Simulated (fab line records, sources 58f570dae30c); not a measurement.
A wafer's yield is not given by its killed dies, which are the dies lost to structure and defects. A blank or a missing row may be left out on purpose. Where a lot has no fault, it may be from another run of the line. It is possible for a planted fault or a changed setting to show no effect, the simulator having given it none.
A single fault, viewed from 2 desks ; flow berkeleyCmos170 ; numbers are kept per desk, each desk with only its own; the story behind them comes last

## FOR THE TOOL OWNER'S DESK: rieMetal-03
The tool's own readings at UCB170_M1_METAL_ETCH_12 (etches Al in Cl2/BCl3, stops on PSG, target depth 780 nm, time 130 s): means of the sampled wafers that have a number, for each lot that ran on this tool. Any lot whose mean is over 4 standard deviations away from the usual mean is out of limits and marked OUT; that distance is given in the brackets.
Columns: A = drypumpMotorCurrentA at UCB170_M1_METAL_ETCH_12, usual 5.8 A; B = mfcCl2Sccm at UCB170_M1_METAL_ETCH_12, usual 90.02 sccm; C = oesProductAu at UCB170_M1_METAL_ETCH_12, usual 0.860 a.u.; D = runLengthS at UCB170_M1_METAL_ETCH_12, usual 158.3 s; E = throttleValvePct at UCB170_M1_METAL_ETCH_12, usual 24.31 %
lot;first seen here;A;B;C;D;E
L282;day 9 18:13;5.3;89.62;0.867;158.0;24.36
L294;day 11 12:53;5.7;90.07;0.914 (+4.9) OUT;152.2 (-13) OUT;24.29
L297;day 11 21:42;5.6;90.40;0.904 (+4.0) OUT;152.3 (-13) OUT;24.30
This desk's finding: out of limits on L294, L297; first on L294, day 11 12:53 (oesProductAu at UCB170_M1_METAL_ETCH_12). L282 stayed within limits.

## METROLOGY DESK
What the gauges read for every lot (on any tool): the sampled wafers with a number, averaged. Any lot whose mean is over 4 standard deviations away from the usual mean is out of limits and marked OUT; that distance is given in the brackets.
Columns: A = M1_AL_RS at UCB170_M1_RS_MEAS_01, usual 0.0484 ohm/sq; B = M1_AL_THK at UCB170_M1_THK_MEAS_02, usual 597 nm; C = cdNm at UCB170_M1_CD_MEAS_09, usual 699.8 nm; D = M1_OVL at UCB170_M1_OVL_MEAS_10, usual 6 nm
lot;first seen here;A;B;C;D
L281;day 9 03:58;0.0482;599;698.7;5
L282;day 9 14:23;0.0486;595;699.3;9
L294;day 11 11:14;0.0481;602;697.2;2
L297;day 11 19:45;0.0486;595;700.9;11
L299;day 12 18:47;0.0483;598;700.5;1
L301;day 12 20:41;0.0486;598;701.5;8
This desk's verdict: no lot among the 6 shows anything out of limits.

## PUT TOGETHER
The tool owner's desk had the chance to raise an alarm at day 11 12:53 on L294, L297.
Nothing out of limits was seen by the metrology desk.
The metrology desk holds a record of L294, L297, inside its limits.
On rieMetal-03, each named lot ran UCB170_M1_METAL_ETCH_12.

## WHAT THE SIMULATOR HAD INSERTED
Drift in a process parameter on rieMetal-03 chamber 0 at UCB170_M1_METAL_ETCH_12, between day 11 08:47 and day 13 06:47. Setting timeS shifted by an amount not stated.
Shown lots that were struck: L294, L297.
Each desk's first reading out of limits, in hours after the fault started: the tool owner's desk, 4.
